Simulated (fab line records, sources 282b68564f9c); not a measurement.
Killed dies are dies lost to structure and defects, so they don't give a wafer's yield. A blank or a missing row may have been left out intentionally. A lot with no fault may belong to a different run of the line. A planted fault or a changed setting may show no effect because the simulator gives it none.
Which tool did it? | flow rit_cmos | 13 lots with 39 wafers sampled at 3 steps, on a route of 202 steps

WHAT THE GAUGES READ, wafer by wafer
RIT_M1_RS_MEAS_01: measurement is done with a four-point probe. Usual: M1_AL_RS gives 0.0731 ohm/sq (standard deviation 0.0007).
lot  | measured    | on            | M1_AL_RS (ohm/sq)    | flag
L508 | day 3 05:41 | film_metro-02 | 0.0730 0.0721 0.0724 |
L509 | day 3 14:11 | film_metro-02 | 0.0726 0.0728 0.0731 |
L510 | day 3 21:23 | film_metro-01 | 0.0738 0.0733 0.0734 |
L511 | day 4 03:25 | film_metro-04 | 0.0737 0.0737 0.0732 |
L512 | day 4 06:58 | film_metro-02 | 0.0736 0.0720 0.0726 |
L513 | day 4 10:19 | film_metro-01 | 0.0740 0.0737 0.0741 |
L514 | day 4 19:43 | film_metro-02 | 0.0732 0.0723 0.0725 |
L515 | day 5 00:46 | film_metro-04 | 0.0731 0.0736 0.0734 |
L516 | day 5 04:15 | film_metro-02 | 0.0733 0.0730 0.0727 |
L517 | day 5 04:46 | film_metro-02 | 0.0738 0.0732 0.0728 |
L522 | day 6 09:14 | film_metro-04 | 0.0838 0.0848 0.0845 | OFF
L526 | day 7 00:32 | film_metro-04 | 0.0862 0.0881 0.0863 | OFF
L531 | day 8 04:27 | film_metro-02 | 0.0729 0.0728 0.0722 |

RIT_M1_THK_MEAS_02: measures by xrf. Usual: M1_AL_THK gives 397 nm (standard deviation 3.6).
lot  | measured    | on            | M1_AL_THK (nm) | flag
L508 | day 3 05:47 | film_metro-02 | 398 402 401    |
L509 | day 3 14:17 | film_metro-02 | 401 397 398    |
L510 | day 3 21:30 | film_metro-01 | 396 399 397    |
L511 | day 4 03:31 | film_metro-04 | 394 393 396    |
L512 | day 4 07:04 | film_metro-02 | 391 405 398    |
L513 | day 4 10:25 | film_metro-01 | 397 398 397    |
L514 | day 4 19:50 | film_metro-02 | 395 398 399    |
L515 | day 5 00:53 | film_metro-04 | 397 392 395    |
L516 | day 5 04:22 | film_metro-02 | 395 396 399    |
L517 | day 5 04:53 | film_metro-02 | 392 394 396    |
L522 | day 6 09:20 | film_metro-04 | 358 354 354    | OFF
L526 | day 7 00:39 | film_metro-04 | 346 341 348    | OFF
L531 | day 8 04:33 | film_metro-02 | 398 397 401    |

WHICH TOOL RAN EACH LOT (tool, then ch and the chambers of the sampled wafers, then the start)
lot  | RIT_M1_SPUTTER_00
L508 | pvd_sputter-01, day 3 05:22
L509 | pvd_sputter-02, day 3 13:52
L510 | pvd_sputter-01, day 3 21:05
L511 | pvd_sputter-02, day 4 03:06
L512 | pvd_sputter-03, day 4 06:38
L513 | pvd_sputter-01, day 4 10:00
L514 | pvd_sputter-03, day 4 19:24
L515 | pvd_sputter-01, day 5 00:28
L516 | pvd_sputter-02, day 5 03:57
L517 | pvd_sputter-01, day 5 04:27
L522 | pvd_sputter-03, day 6 08:54
L526 | pvd_sputter-03, day 7 00:12
L531 | pvd_sputter-01, day 8 04:07
- RIT_M1_SPUTTER_00: material Al, target thk 400 nm, time 500 s.

AS READ BY THE TOOLS THEMSELVES (means over the sampled wafers that have a number; for cases with no such wafer, the mark the record gives instead)
RIT_M1_SPUTTER_00. Usual: chamber_pressure_pa 0.4000 Pa, standard deviation 0.00079; throttle_valve_pct 30.2 %, standard deviation 0.92.
lot  | tool           | chamber_pressure_pa (Pa) | throttle_valve_pct (%) | flag
L508 | pvd_sputter-01 | 0.3996                   | 30.5                   |
L509 | pvd_sputter-02 | 0.3998                   | 29.8                   |
L510 | pvd_sputter-01 | 0.3992                   | 31.3                   |
L511 | pvd_sputter-02 | 0.4003                   | 30.5                   |
L512 | pvd_sputter-03 | 0.4000                   | 28.9                   |
L513 | pvd_sputter-01 | 0.3994                   | 30.2                   |
L514 | pvd_sputter-03 | 0.3993                   | 30.1                   |
L515 | pvd_sputter-01 | 0.4006                   | 29.8                   |
L516 | pvd_sputter-02 | 0.4003                   | 30.3                   |
L517 | pvd_sputter-01 | 0.4002                   | 30.9                   |
L522 | pvd_sputter-03 | 0.4009                   | 30.7                   |
L526 | pvd_sputter-03 | 0.4006                   | 29.8                   |
L531 | pvd_sputter-01 | 0.3998                   | 29.8                   |

THE ANSWER, worked out from the rows above alone
Rule: a lot is off if the mean of its wafers that have a number lies more than 3 standard deviations from the usual mean. A lot without any number at a reading at which 4 lots or more have one is off too. All remaining lots with rows at the step are treated as sound. After the gauges, taken in route order, come the tools' own readings; for these a lot's mean is taken, as printed above. The first step at which some lot is off is used, and at that step the reading that is off furthest; a lot without a number counts as furthest.
Off: L522, L526, at RIT_M1_RS_MEAS_01 (M1_AL_RS).
A tool fits if, at a process step before that reading, it ran every lot that is off, and no sound lot after the first of them. Gauges at RIT_M1_RS_MEAS_01: tried the same way as those tools. Undecided on this evidence; 2 tools fit (pvd_sputter-03 at RIT_M1_SPUTTER_00, film_metro-04 at RIT_M1_RS_MEAS_01).

WHAT HAD BEEN PUT IN BY THE SIMULATOR
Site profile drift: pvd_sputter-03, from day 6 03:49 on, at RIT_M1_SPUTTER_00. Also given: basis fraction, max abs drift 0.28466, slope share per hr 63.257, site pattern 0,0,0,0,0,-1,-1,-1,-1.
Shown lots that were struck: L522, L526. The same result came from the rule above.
